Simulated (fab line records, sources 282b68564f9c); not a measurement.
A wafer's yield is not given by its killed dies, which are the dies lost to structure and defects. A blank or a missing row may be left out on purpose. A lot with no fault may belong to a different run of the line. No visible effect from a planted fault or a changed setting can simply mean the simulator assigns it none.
Which tool did it? -- flow ritCmos -- 37 wafers from 13 lots sampled at 3 of the route's 202 steps

== WHAT THE GAUGES SHOWED, per wafer ==
RIT_ACTIVE_BOW_MEAS_00.
lot,measured,on,INCOMING_BOW (um)
L427,day 1 10:02,filmMetro-04,-14 -3 3
L429,day 1 20:00,filmMetro-02,3 10 -7
L430,day 2 01:01,filmMetro-02,4 -6 3
L431,day 2 06:00,filmMetro-01,3 2 10
L432,day 2 11:00,filmMetro-02,0 7 2
L433,day 2 16:00,filmMetro-04,1 7 11
L435,day 3 02:00,filmMetro-01,-2 -4 8
L442,day 4 13:00,filmMetro-01,10 12 0
L443,day 4 18:06,filmMetro-01,4
L445,day 5 04:02,filmMetro-04,13 14 -4
L446,day 5 09:00,filmMetro-01,2 -2 3
L448,day 5 19:01,filmMetro-04,-12 4 5
L450,day 6 05:00,filmMetro-02,-8 -5 -9

RIT_PRETRO_OVL_MEAS_06.
lot,measured,on,PRETRO_OVL (nm)
L427,day 2 14:00,overlay-02,1.5 -1.5 -0.3
L429,day 3 00:52,overlay-02,-1.2 -1.9 -1.8
L430,day 3 04:02,overlay-02,-2.7 -2.4 -1.9
L431,day 3 08:04,overlay-01,-1.8 -0.4 -2.1
L432,day 3 13:11,overlay-02,-2.7 -0.8 -1.1
L433,day 3 18:44,overlay-01,-1.9 -1.1 -0.4
L435,day 4 05:05,overlay-01,-1.1 -0.1 -1.4
L442,day 5 11:50,overlay-01,0.3 0.1 0.3
L443,day 5 19:59,overlay-02,-2.2
L445,day 6 08:19,overlay-02,0.6 2.4 0.1
L446,day 6 13:00,overlay-01,0.7 1.2 -0.1
L448,day 6 21:31,overlay-02,1.6 -1.5 1.0
L450,day 7 08:46,overlay-01,-1.5 -1.6 -1.4

RIT_GATE_THK_MEAS_07.
lot,measured,on,GATE_OXIDE_THK (nm)
L427,day 2 19:10,filmMetro-03,3.01 3.08 3.04
L429,day 3 09:16,filmMetro-03,3.07 3.11 2.96
L430,day 3 10:59,filmMetro-02,3.06 3.08 3.07
L431,day 3 11:36,filmMetro-02,2.87 2.90 3.03
L432,day 3 20:46,filmMetro-03,3.07 3.01 3.04
L433,day 3 23:47,filmMetro-03,2.93 2.97 2.95
L435,day 4 11:19,filmMetro-03,2.79 2.84 2.87
L442,day 5 20:49,filmMetro-04,2.90 2.91 2.98
L443,day 6 02:55,filmMetro-03,2.94
L445,day 6 14:31,filmMetro-04,2.89 2.98 2.99
L446,day 6 15:49,filmMetro-03,3.16 3.09 3.16
L448,day 7 02:30,filmMetro-03,2.97 2.93 2.98
L450,day 7 13:48,filmMetro-02,3.10 3.06 3.04

== EACH LOT AND THE TOOL THAT RAN IT (in order: tool; ch and the chambers of the sampled wafers; start) ==
No process step before these readings appears in the record.

== WHAT THE TOOLS THEMSELVES READ (means of the sampled wafers that have a number; where no wafer has one, the mark that the record gives instead) ==
The record holds no such reading with a usual standard deviation.

== THE ANSWER, worked out from the rows above alone ==
Rule: what is usual is taken from the lots themselves. Put in order of their means at a reading, lots are off if they are a third of the lots or fewer, leave a main group of 4 or more, and stand apart from it by a gap of 3 or more times the standard deviation of the main group's means; of several such gaps the widest counts. Not used: any main group whose means are identical at the precision the tables above print for the reading. Also off: a lot with no number at a reading for which 4 or more lots have one. The other lots that the step has rows for count as sound. First the gauges in route order, then the tools' own readings, where a lot's mean is used as printed above. At the first step where some lot is off, the reading lying furthest off is the one used; lots without a number count as furthest.
Nothing can be told from this: no lot is off at any reading shown.

== WHAT THE SIMULATOR PUT IN ==
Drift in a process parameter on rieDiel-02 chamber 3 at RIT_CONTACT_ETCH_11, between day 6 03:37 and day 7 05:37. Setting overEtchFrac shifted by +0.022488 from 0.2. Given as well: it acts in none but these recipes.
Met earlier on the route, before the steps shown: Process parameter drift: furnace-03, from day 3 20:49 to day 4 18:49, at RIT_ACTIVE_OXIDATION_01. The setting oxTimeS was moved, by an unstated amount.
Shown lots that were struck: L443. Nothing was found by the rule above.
